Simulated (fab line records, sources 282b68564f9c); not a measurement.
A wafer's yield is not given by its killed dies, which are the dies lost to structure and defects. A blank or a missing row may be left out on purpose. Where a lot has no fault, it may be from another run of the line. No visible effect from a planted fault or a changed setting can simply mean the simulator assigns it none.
A lot that was struck, set against a sound lot -- flow rit cmos -- 43 steps out of a route of 202
Sound: these wafers, L716.4, L716.5, L716.6. Struck: wafer L724.1 (left out: L724.3, L724.5 of the same lot, which were not struck); the cause appears at the end.
Each step with rows lists, per side, the tool, then ch with its chambers, then its first start. Under that, the readings that differ: sound wafers -- struck wafers -- difference of the means -- sigmas: that difference in standard deviations of wafers without a fault.
alike: words and numbers the same on both sides, and readings whose means are apart by under 2 such deviations; not compared: readings that were withheld, readings missing a value for some wafer, numbers with overlapping values and no deviation given by the record, and bounds like >300 which may hide the same value.
Wherever a step has rows on one side only, a row that says differs or no value, or a row with sigmas, the two part there. Numbers that don't overlap but have no deviation are shown without sigmas and don't part them. A reading that every wafer of one side lacks parts them only if that side has two wafers or more.

first, 2 steps without rows for these wafers: RIT_REOX_CLEAN_02 (cleans in SC2, time 600 s); RIT_REOX_OXIDATION_03 (target thk 25.2 nm, ox time 5580 s).
RIT_REOX_THK_MEAS_04:
  struck on film metro-04, day 4 18:46; sound on film metro-03, day 2 20:56
  alike: REOX_OXIDE_THK
then, 6 steps without rows for these wafers: RIT_NLDD_HMDS_00 (prime time 60 s); RIT_NLDD_COAT_01 (resist thk 1000 nm); RIT_NLDD_SOFTBAKE_02 (time 60 s); RIT_NLDD_EXPOSE_03 (exposes mask M7, target cd 40700 nm); RIT_NLDD_PEB_04; RIT_NLDD_DEVELOP_05 (develop time 50 s).
RIT_NLDD_OVL_MEAS_06:
  struck on overlay-02, day 4 19:44; sound on overlay-02, day 2 21:50
  alike: NLDD_OVL
then, 2 steps without rows for these wafers: RIT_NLDD_HARDBAKE_07 (time 60 s); RIT_NLDD_IMPLANT_08.
RIT_NLDD_STRIP_09: strips in O2, time 180 s.
  sound on plasma asher-02 ch 0,1, day 2 22:12; struck on plasma asher-02 ch 1, day 4 20:04
reading,sound,struck,difference,sigmas
rf hours counter h (h),- - -,44,no value on the sound wafers,
  alike: drypump motor current A
RIT_NLDD_TW_MEAS_10:
  struck on film metro-01, day 4 20:14; sound on film metro-02, day 2 22:21
  alike: NLDD_TW
then, 6 steps without rows for these wafers: RIT_PLDD_HMDS_00 (prime time 60 s); RIT_PLDD_COAT_01 (resist thk 1000 nm); RIT_PLDD_SOFTBAKE_02 (time 60 s); RIT_PLDD_EXPOSE_03 (exposes mask M8, target cd 40900 nm); RIT_PLDD_PEB_04; RIT_PLDD_DEVELOP_05 (develop time 50 s).
RIT_PLDD_OVL_MEAS_06:
  struck on overlay-01, day 4 21:16; sound on overlay-02, day 2 23:23
  alike: PLDD_OVL
then, 2 steps without rows for these wafers: RIT_PLDD_HARDBAKE_07 (time 60 s); RIT_PLDD_IMPLANT_08.
RIT_PLDD_STRIP_09: strips in O2, time 180 s.
  sound on plasma asher-02 ch 0,1, day 2 23:46; struck on plasma asher-01 ch 1, day 4 21:37
reading,sound,struck,difference,sigmas
rf hours counter h (h),- - -,41,no value on the sound wafers,
  alike: drypump motor current A
RIT_PLDD_TW_MEAS_10:
  struck on film metro-01, day 4 21:47; sound on film metro-03, day 2 23:55
  alike: PLDD_TW
then, 4 steps without rows for these wafers: RIT_SPACER_CLEAN_00 (cleans in SC1, time 600 s); RIT_SPACER_CLEAN_01 (cleans in dHF, time 30 s); RIT_SPACER_CLEAN_02 (cleans in SC2, time 600 s); RIT_SPACER_CVD_03 (deposits Si3N4 from SiH2Cl2/NH3, target thk 250 nm, time 3300 s).
RIT_SPACER_THK_MEAS_04:
  struck on film metro-04, day 5 00:11; sound on film metro-04, day 3 02:26
  alike: SPACER_NITRIDE_THK
RIT_SPACER_ETCHBACK_05: etches Si3N4 in SF6/CHF3, stops on SiO2, target depth 250 nm, time 240 s.
  sound on rie diel-01 ch 0,1,3, day 3 02:28; struck on rie diel-02 ch 3, day 5 00:14
reading,sound,struck,difference,sigmas
oes product au (a.u.),0.845 0.842 0.845,0.868,+0.024,+2
  alike: drypump motor current A, throttle valve pct
  not compared: rf hours counter h
then, 6 steps without rows for these wafers: RIT_NSD_HMDS_00 (prime time 60 s); RIT_NSD_COAT_01 (resist thk 1000 nm); RIT_NSD_SOFTBAKE_02 (time 60 s); RIT_NSD_EXPOSE_03 (exposes mask M9, target cd 40700 nm); RIT_NSD_PEB_04; RIT_NSD_DEVELOP_05 (develop time 50 s).
RIT_NSD_OVL_MEAS_06:
  struck on overlay-01, day 5 01:14; sound on overlay-02, day 3 03:36
reading,sound,struck,difference,sigmas
NSD_OVL (nm),0.7 -0.3 3.0,-3.1,-4.2,-4
then, 2 steps without rows for these wafers: RIT_NSD_HARDBAKE_07 (time 60 s); RIT_NSD_IMPLANT_08.
RIT_NSD_STRIP_09: strips in O2, time 180 s.
  sound on plasma asher-04 ch 0,1, day 3 03:59; struck on plasma asher-01 ch 0, day 5 01:38
reading,sound,struck,difference,sigmas
rf hours counter h (h),- - -,41,no value on the sound wafers,
  alike: drypump motor current A
RIT_NSD_TW_MEAS_10:
  struck on film metro-03, day 5 01:48; sound on film metro-02, day 3 04:08
reading,sound,struck,difference,sigmas
NSD_TW,3109 3097 3104,3178,+75,+3
RIT_M1_PROBE_99:
  struck on prober-01, day 5 11:59; sound on prober-02, day 3 14:01
reading,sound,struck,difference,sigmas
killed at front end,11 7 2,41,+34,+11
killed dies,11 7 2,41,+34,+11
  alike: killed at contacts, killed open, killed short

WHERE THEY PART
At RIT_NLDD_STRIP_09 first; at RIT_M1_PROBE_99 last (within this record only).

WHY: what the simulator had put in
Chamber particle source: plasma asher-02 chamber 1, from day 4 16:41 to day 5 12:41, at RIT_NLDD_STRIP_09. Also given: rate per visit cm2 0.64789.
